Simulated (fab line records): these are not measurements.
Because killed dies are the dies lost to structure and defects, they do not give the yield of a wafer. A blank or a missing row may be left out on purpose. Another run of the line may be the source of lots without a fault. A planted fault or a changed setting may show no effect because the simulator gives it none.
fab line records | flow rit-cmos
record: lots: 6 | wafers: 18 | last-day: 7
route steps=202 shown ACTIVE@2 M1@202
lots that met no fault: from a run of the same line without faults
start-h: start of the lot's first displayed wafer, in hours after the record's first day | wait-h: hours elapsed since this lot's preceding step | " unchanged from the row above | L1.1+2: a single row standing in for several wafers | - no value present, or no start provided | * or withheld: withheld | < > ~ a bound
route shown NAME@n: names a module that has steps shown in the file, with the first one's number in the route | usual: mean/standard deviation of fault-free wafers | same: alike in all rows | chamber/n: place in a boat | sites: each site's reading | _std_site: how widely they spread, as a standard deviation | _edge_site: inner sites' mean taken away from outer sites' mean | radius-mm: for every site, how far away it sits from the centre of the wafer | mask NAME#n: copy n | behind: the tool/chamber that last shaped the wafer | hold: the reason the lot was held/the length of the hold in hours/how it ended | device: names the non-switching transistor (n, p or np) | end of line: tests run on the same wafers once the route is complete | a step given without rows: its recipe and nothing more | killed: dies that structure and defects cost at the first sort, which is not the same as the wafer's yield | map: a wafer's dies, x killed, . not, _ none there
set.NAME: the setting the step ran with; set.NAME@STEP: the setting that earlier step ran with | model.NAME: the simulator's own value behind a step, which no gauge read
lots at selected steps of the route; one table per step, one row per wafer
services: a tool's chamber out of use, with start hour (start-h, from the record's first day; less than 0 if before it), hours out, and reason
== steps ==
step: RIT_ACTIVE_OXIDATION_01
recipe: temp-c: 1000 | ambient: O2 | target-thk-a: 468 | ox-time-s: 3360
step: RIT_ACTIVE_THK_MEAS_02
recipe: reads: SiO2_of_ACTIVE_OXIDATION_01
usual: ACTIVE_OXIDE_THK: 47.2/0.84
lot.wafer | tool          | chamber | start-h | wait-h | ACTIVE_OXIDE_THK[nm]
L534.3    | film-metro-04 | -       | 12.07   | 0.0    | 48.3
L534.4    | "             | -       | "       | "      | 47.9
L534.6    | "             | -       | "       | "      | 47.5
L543.1    | film-metro-04 | -       | 57.05   | 0.0    | 48.5
L543.2    | "             | -       | "       | "      | 47.6
L543.6    | "             | -       | "       | "      | 48.3
L544.2    | film-metro-01 | -       | 62.06   | 0.0    | 47.8
L544.3    | "             | -       | "       | "      | 48.6
L544.6    | "             | -       | "       | "      | 47.0
L551.2    | film-metro-03 | -       | 97.06   | 0.0    | 48.1
L551.3    | "             | -       | "       | "      | 48.6
L551.6    | "             | -       | "       | "      | 46.9
L554.2    | film-metro-03 | -       | 112.55  | 0.0    | 46.8
L554.3    | "             | -       | "       | "      | 46.6
L554.6    | "             | -       | "       | "      | 46.7
L557.1    | film-metro-04 | -       | 127.05  | 0.0    | 47.7
L557.3    | "             | -       | "       | "      | 47.3
L557.5    | "             | -       | "       | "      | 47.2
step: RIT_ACTIVE_CVD_03
recipe: material: Si3N4 | target-thk-nm: 150 | temp-c: 810 | precursor: SiH2Cl2/NH3 | time-s: 1500 | pressure-mtorr: 300 | sih2cl2-flow-sccm: 60 | nh3-flow-sccm: 150
step: RIT_ACTIVE_THK_MEAS_04
recipe: reads: Si3N4_of_ACTIVE_CVD_03
usual: ACTIVE_NITRIDE_THK: 150.8/1.7
lot.wafer | tool          | chamber | start-h | wait-h | ACTIVE_NITRIDE_THK[nm]
L534.3    | film-metro-04 | -       | 13.55   | 0.0    | 151.4
L534.4    | "             | -       | "       | "      | 151.7
L534.6    | "             | -       | "       | "      | 153.9
L543.1    | film-metro-04 | -       | 58.53   | 0.0    | 147.8
L543.2    | "             | -       | "       | "      | 148.0
L543.6    | "             | -       | "       | "      | 148.6
L544.2    | film-metro-03 | -       | 63.54   | 0.0    | 151.0
L544.3    | "             | -       | "       | "      | 150.7
L544.6    | "             | -       | "       | "      | 150.7
L551.2    | film-metro-04 | -       | 98.57   | 0.0    | 151.4
L551.3    | "             | -       | "       | "      | 151.2
L551.6    | "             | -       | "       | "      | 150.6
L554.2    | film-metro-04 | -       | 114.02  | 0.0    | 152.6
L554.3    | "             | -       | "       | "      | 154.1
L554.6    | "             | -       | "       | "      | 152.7
L557.1    | film-metro-04 | -       | 128.53  | 0.0    | 148.6
L557.3    | "             | -       | "       | "      | 148.5
L557.5    | "             | -       | "       | "      | 148.6
step: RIT_ACTIVE_HMDS_05
recipe: prime-time-s: 60 | prime-temp-c: 140
step: RIT_ACTIVE_COAT_06
recipe: resist: NOVOLAK | spin-rpm: 3250 | resist-thk-nm: 1000
step: RIT_ACTIVE_SOFTBAKE_07
recipe: resist: NOVOLAK | temp-c: 90 | time-s: 60
step: RIT_ACTIVE_EXPOSE_08
recipe: mask-id: M1 | na: 0.6 | source-shape: conventional | sigma-outer: 0.6 | target-cd-nm: 1400 | dose-mj: 225
step: RIT_ACTIVE_PEB_09
recipe: resist: NOVOLAK | temp-c: withheld | time-s: withheld
step: RIT_ACTIVE_DEVELOP_10
recipe: resist: NOVOLAK | develop-time-s: 50 | dev-temp-c: 23
step: RIT_ACTIVE_CD_MEAS_11
recipe: target-cd-nm: 1400
usual: cd-nm: 1399.5/2.4
lot.wafer | tool      | chamber | start-h | wait-h | cd-nm
L534.3    | cd-sem-01 | -       | 14.48   | -      | 1400.6
L534.4    | "         | -       | "       | "      | 1401.0
L534.6    | "         | -       | "       | "      | 1400.9
L543.1    | cd-sem-02 | -       | 59.44   | -      | 1397.0
L543.2    | "         | -       | "       | "      | 1396.9
L543.6    | "         | -       | "       | "      | 1396.3
L544.2    | cd-sem-02 | -       | 64.58   | -      | 1397.6
L544.3    | "         | -       | "       | "      | 1397.4
L544.6    | "         | -       | "       | "      | 1397.2
L551.2    | cd-sem-01 | -       | 99.61   | -      | 1400.9
L551.3    | "         | -       | "       | "      | 1399.0
L551.6    | "         | -       | "       | "      | 1398.0
L554.2    | cd-sem-01 | -       | 115.19  | -      | 1399.4
L554.3    | "         | -       | "       | "      | 1399.8
L554.6    | "         | -       | "       | "      | 1401.4
L557.1    | cd-sem-02 | -       | 129.56  | -      | 1395.9
L557.3    | "         | -       | "       | "      | 1396.6
L557.5    | "         | -       | "       | "      | 1397.5
step: RIT_ACTIVE_HARDBAKE_12
recipe: resist: NOVOLAK | temp-c: 140 | time-s: 60
step: RIT_ACTIVE_ETCH_13
recipe: stop-on: SiO2 | chemistry: SF6 | target: Si3N4 | time-s: 210 | over-etch-frac: 0.4 | SF6_flow_sccm: 200 | pressure-mtorr: 260 | rf-w: 125 | target-depth-a: 2100
usual: chamber-pressure-mTorr: 259.97/0.25 | drypump-motor-current-A: 5.8/0.51 | oes-product-au: 0.819/0.01 | throttle-valve-pct: 7.48/0.13
lot.wafer | tool        | chamber | start-h | wait-h | chamber-pressure-mTorr | drypump-motor-current-A | oes-product-au | rf-hours-counter-h | throttle-valve-pct
L534.3    | rie-diel-03 | 3       | 14.71   | 0.1    | 260.04                 | 5.6                     | 0.836          | 124                | 7.53
L534.4    | "           | 0       | "       | "      | 260.08                 | 6.3                     | 0.822          | 108                | 7.34
L534.6    | "           | 3       | "       | "      | 259.97                 | 5.6                     | 0.832          | -                  | 7.53
L543.1    | rie-diel-03 | 0       | 59.71   | 0.1    | 312.13                 | 6.3                     | 0.818          | 109                | 7.34
L543.2    | "           | 3       | "       | "      | 311.93                 | 5.6                     | 0.828          | 125                | 7.53
L543.6    | "           | 0       | "       | "      | 311.86                 | 6.3                     | 0.823          | -                  | 7.33
L544.2    | rie-diel-03 | 0       | 64.83   | 0.1    | 311.74                 | 6.3                     | 0.819          | 109                | 7.32
L544.3    | "           | 3       | "       | "      | 311.78                 | 5.5                     | 0.836          | 125                | 7.53
L544.6    | "           | 0       | "       | "      | 311.82                 | 6.3                     | 0.823          | -                  | 7.34
L551.2    | rie-diel-04 | 0       | 99.86   | 0.1    | 260.04                 | 6.0                     | 0.820          | 66                 | 7.59
L551.3    | "           | 1       | "       | "      | 260.25                 | 4.9                     | 0.829          | 65                 | 7.52
L551.6    | "           | 2       | "       | "      | 259.88                 | 6.7                     | 0.821          | -                  | 7.54
L554.2    | rie-diel-01 | 3       | 115.44  | 0.1    | 259.68                 | 5.2                     | 0.828          | 98                 | 7.49
L554.3    | "           | 1       | "       | "      | 259.99                 | 6.4                     | 0.809          | 151                | 7.60
L554.6    | "           | 0       | "       | "      | 259.86                 | 5.5                     | 0.801          | -                  | 7.66
L557.1    | rie-diel-04 | 1       | 129.83  | 0.1    | 260.19                 | 5.0                     | 0.812          | 65                 | 7.51
L557.3    | "           | 2       | "       | "      | 259.80                 | 6.8                     | 0.811          | 12                 | 7.52
L557.5    | "           | 0       | "       | "      | 260.14                 | 6.1                     | 0.822          | -                  | 7.59
step: RIT_ACTIVE_STRIP_14
recipe: chemistry: O2 | time-s: 180 | resist: NOVOLAK | platen-temp-c: withheld | power-w: 500 | pressure-mtorr: 4000 | o2-flow-sccm: 4000
usual: chamber-pressure-mTorr: 4000/3.6 | drypump-motor-current-A: 5.9/0.6 | rf-refl-power-W: 5.7/1.5
lot.wafer | tool            | chamber | start-h | wait-h | chamber-pressure-mTorr | drypump-motor-current-A | rf-hours-counter-h | rf-refl-power-W
L534.3    | plasma-asher-02 | 1       | 14.90   | 0.1    | 4001                   | 5.1                     | -                  | 7.9
L534.4    | "               | 0       | "       | "      | 4002                   | 6.2                     | -                  | 8.9
L534.6    | "               | 1       | "       | "      | 4001                   | 5.1                     | -                  | 7.7
L543.1    | plasma-asher-01 | 0       | 59.84   | 0.1    | 3999                   | 5.2                     | 18                 | 5.5
L543.2    | "               | 1       | "       | "      | 4003                   | 5.2                     | 18                 | 5.9
L543.6    | "               | 0       | "       | "      | 3997                   | 5.2                     | -                  | 5.7
L544.2    | plasma-asher-03 | 1       | 64.97   | 0.1    | 3998                   | 5.7                     | 45                 | 4.2
L544.3    | "               | 1       | "       | "      | 4006                   | 5.7                     | -                  | 4.1
L544.6    | "               | 1       | "       | "      | 4001                   | 5.7                     | -                  | 4.1
L551.2    | plasma-asher-03 | 0       | 100.00  | 0.1    | 3997                   | 6.7                     | 48                 | 5.6
L551.3    | "               | 0       | "       | "      | 3999                   | 6.7                     | -                  | 5.3
L551.6    | "               | 1       | "       | "      | 3999                   | 5.7                     | -                  | 4.1
L554.2    | plasma-asher-03 | 1       | 115.58  | 0.1    | 3999                   | 5.7                     | 50                 | 4.2
L554.3    | "               | 0       | "       | "      | 3998                   | 6.7                     | -                  | 5.4
L554.6    | "               | 1       | "       | "      | 4003                   | 5.7                     | -                  | 4.2
L557.1    | plasma-asher-03 | 1       | 129.97  | 0.1    | 3998                   | 5.7                     | 52                 | 4.1
L557.3    | "               | 0       | "       | "      | 4009                   | 6.7                     | -                  | 5.6
L557.5    | "               | 1       | "       | "      | 4000                   | 5.7                     | -                  | 4.2
step: RIT_M1_PROBE_99
usual: killed-at-contacts: 0.1/0.26 | killed-at-front-end: 7.5/2.8 | killed-dies: 7.6/2.8 | killed-on-rim: 2.0/1.6 | killed-open: 3.9/2.1 | killed-short: 3.7/1.7
same: gross-dies: 264 | killed_at_M0_to_M3: 0 | killed_at_M4_up: 0 | killed-at-back-side: 0 | killed-at-other: 0
lot.wafer | tool      | chamber | start-h | wait-h | killed-at-contacts | killed-at-front-end | killed-dies | killed-on-rim | killed-open | killed-short
L534.3    | prober-01 | -       | 57.64   | 0.2    | 0                  | 11                  | 11          | 4             | 5           | 6
L534.4    | prober-01 | -       | 57.69   | 0.2    | 0                  | 14                  | 14          | 5             | 7           | 7
L534.6    | prober-01 | -       | 57.79   | 0.2    | 0                  | 5                   | 5           | 1             | 2           | 3
L543.1    | prober-02 | -       | 101.71  | 0.1    | 1                  | 7                   | 8           | 1             | 4           | 4
L543.2    | prober-02 | -       | 101.76  | 0.1    | 0                  | 7                   | 7           | 1             | 3           | 4
L543.6    | prober-02 | -       | 101.96  | 0.2    | 0                  | 7                   | 7           | 0             | 3           | 4
L544.2    | prober-01 | -       | 107.28  | 0.1    | 0                  | 7                   | 7           | 0             | 4           | 3
L544.3    | prober-01 | -       | 107.33  | 0.2    | 0                  | 5                   | 5           | 1             | 3           | 2
L544.6    | prober-01 | -       | 107.48  | 0.2    | 0                  | 6                   | 6           | 2             | 2           | 4
L551.2    | prober-02 | -       | 143.20  | 0.1    | 0                  | 13                  | 13          | 5             | 5           | 8
L551.3    | prober-02 | -       | 143.25  | 0.2    | 0                  | 7                   | 7           | 1             | 3           | 4
L551.6    | prober-02 | -       | 143.40  | 0.2    | 0                  | 9                   | 9           | 3             | 3           | 6
L554.2    | prober-01 | -       | 158.47  | 0.1    | 0                  | 5                   | 5           | 2             | 3           | 2
L554.3    | prober-01 | -       | 158.52  | 0.2    | 0                  | 13                  | 13          | 4             | 9           | 4
L554.6    | prober-01 | -       | 158.67  | 0.2    | 0                  | 5                   | 5           | 1             | 3           | 2
L557.1    | prober-02 | -       | 173.53  | 0.1    | 0                  | 8                   | 8           | 2             | 5           | 3
L557.3    | prober-02 | -       | 173.63  | 0.2    | 0                  | 7                   | 7           | 3             | 3           | 4
L557.5    | prober-02 | -       | 173.73  | 0.2    | 1                  | 11                  | 12          | 5             | 7           | 5
killed by level:class
L534.3 FOX2:geometric-particle:open=2 GATE:geometric-particle:open=2 REOX:geometric-particle:short=2 SPACER:geometric-particle:short=2 GATE:geometric-particle:short=1 SPACER:geometric-particle:open=1 SILICIDE:geometric-particle:short=1
L534.4 GATE:geometric-particle:short=4 FOX1:geometric-particle:open=3 GATE:geometric-particle:open=3 FOX1:geometric-particle:short=1 FOX2:geometric-particle:short=1 SILICIDE:geometric-particle:short=1 SILICIDE:geometric-particle:open=1
L534.6 GATE:geometric-particle:short=2 FOX1:geometric-particle:open=1 FOX2:geometric-particle:short=1 GATE:geometric-particle:open=1
L543.1 GATE:geometric-particle:open=3 GATE:geometric-particle:short=2 FOX1:geometric-particle:open=1 REOX:geometric-particle:short=1 CONTACT:geometric-particle:short=1
L543.2 GATE:geometric-particle:short=2 FOX1:geometric-particle:short=1 FOX1:geometric-particle:open=1 GATE:geometric-particle:open=1 SPACER:geometric-particle:open=1 SPACER:geometric-particle:short=1
L543.6 REOX:geometric-particle:short=3 SILICIDE:geometric-particle:open=2 GATE:geometric-particle:short=1 REOX:geometric-particle:open=1
L544.2 GATE:geometric-particle:open=3 REOX:geometric-particle:short=2 REOX:geometric-particle:open=1 SILICIDE:geometric-particle:short=1
L544.3 FOX2:geometric-particle:short=1 GATE:geometric-particle:open=1 GATE:geometric-particle:short=1 REOX:geometric-particle:open=1 SPACER:geometric-particle:open=1
L544.6 GATE:geometric-particle:short=3 FOX1:geometric-particle:open=1 REOX:geometric-particle:short=1 SPACER:geometric-particle:open=1
L551.2 GATE:geometric-particle:short=3 FOX1:geometric-particle:short=2 FOX1:geometric-particle:open=2 GATE:geometric-particle:open=2 FOX2:geometric-particle:short=1 REOX:geometric-particle:short=1 REOX:geometric-particle:open=1 SPACER:geometric-particle:short=1
L551.3 SILICIDE:geometric-particle:short=2 FOX1:geometric-particle:short=1 FOX2:geometric-particle:open=1 GATE:geometric-particle:short=1 SPACER:geometric-particle:open=1 SILICIDE:geometric-particle:open=1
L551.6 SILICIDE:geometric-particle:short=3 FOX1:geometric-particle:short=2 FOX1:geometric-particle:open=1 FOX2:geometric-particle:open=1 GATE:geometric-particle:short=1 SILICIDE:geometric-particle:open=1
L554.2 GATE:geometric-particle:open=3 GATE:geometric-particle:short=2
L554.3 GATE:geometric-particle:open=7 GATE:geometric-particle:short=3 FOX2:geometric-particle:open=2 FOX2:geometric-particle:short=1
L554.6 GATE:geometric-particle:open=2 GATE:geometric-particle:short=1 REOX:geometric-particle:open=1 SILICIDE:geometric-particle:short=1
L557.1 GATE:geometric-particle:open=4 FOX2:geometric-particle:short=1 GATE:geometric-particle:short=1 SILICIDE:geometric-particle:open=1 SILICIDE:geometric-particle:short=1
L557.3 GATE:geometric-particle:open=3 GATE:geometric-particle:short=2 SILICIDE:geometric-particle:short=2
L557.5 SPACER:geometric-particle:open=3 GATE:geometric-particle:open=2 GATE:geometric-particle:short=2 FOX1:geometric-particle:short=1 REOX:geometric-particle:short=1 REOX:geometric-particle:open=1 SPACER:geometric-particle:short=1 CONTACT:geometric-particle:open=1
== services ==
tool        | chamber | start-h | hours | kind
rie-diel-04 | 3       | 15.52   | 8.3   | repair
rie-diel-01 | -       | 23.02   | 0.5   | repair
rie-diel-03 | 2       | 55.58   | 11.1  | repair
rie-diel-04 | 3       | 91.18   | 26.1  | repair
rie-diel-04 | 3       | 123.26  | 11.2  | repair
== key ==
first-sign: step: RIT_ACTIVE_ETCH_13 | reading: chamber-pressure-mTorr | direction: up | sigmas: 99+ | usual: 259.97 | struck: 311.88
effect none on later readings
met-at RIT_ACTIVE_ETCH_13
struck-wafers L543.1,L543.2,L543.6,L544.2,L544.3,L544.6
tester-left-out L543,L544
onset-between 14.71 59.71
fault: kind: process-parameter-drift | tool: rie-diel-03 | chamber: - | onset-h: 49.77 | steps: RIT_ACTIVE_ETCH_13 | channel: pressure-mtorr | offset: 52 | shape: step | end-h: 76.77 | acts-in: these-recipes-only | stated: 260
tester-left-out: of these lots the tester's yield and bins aren't shown, on N5 and GAA mostly nor the transistor test; their killed dies are dies lost to structure and defects alone, not to doping, threshold or leakage, so they don't give the yield
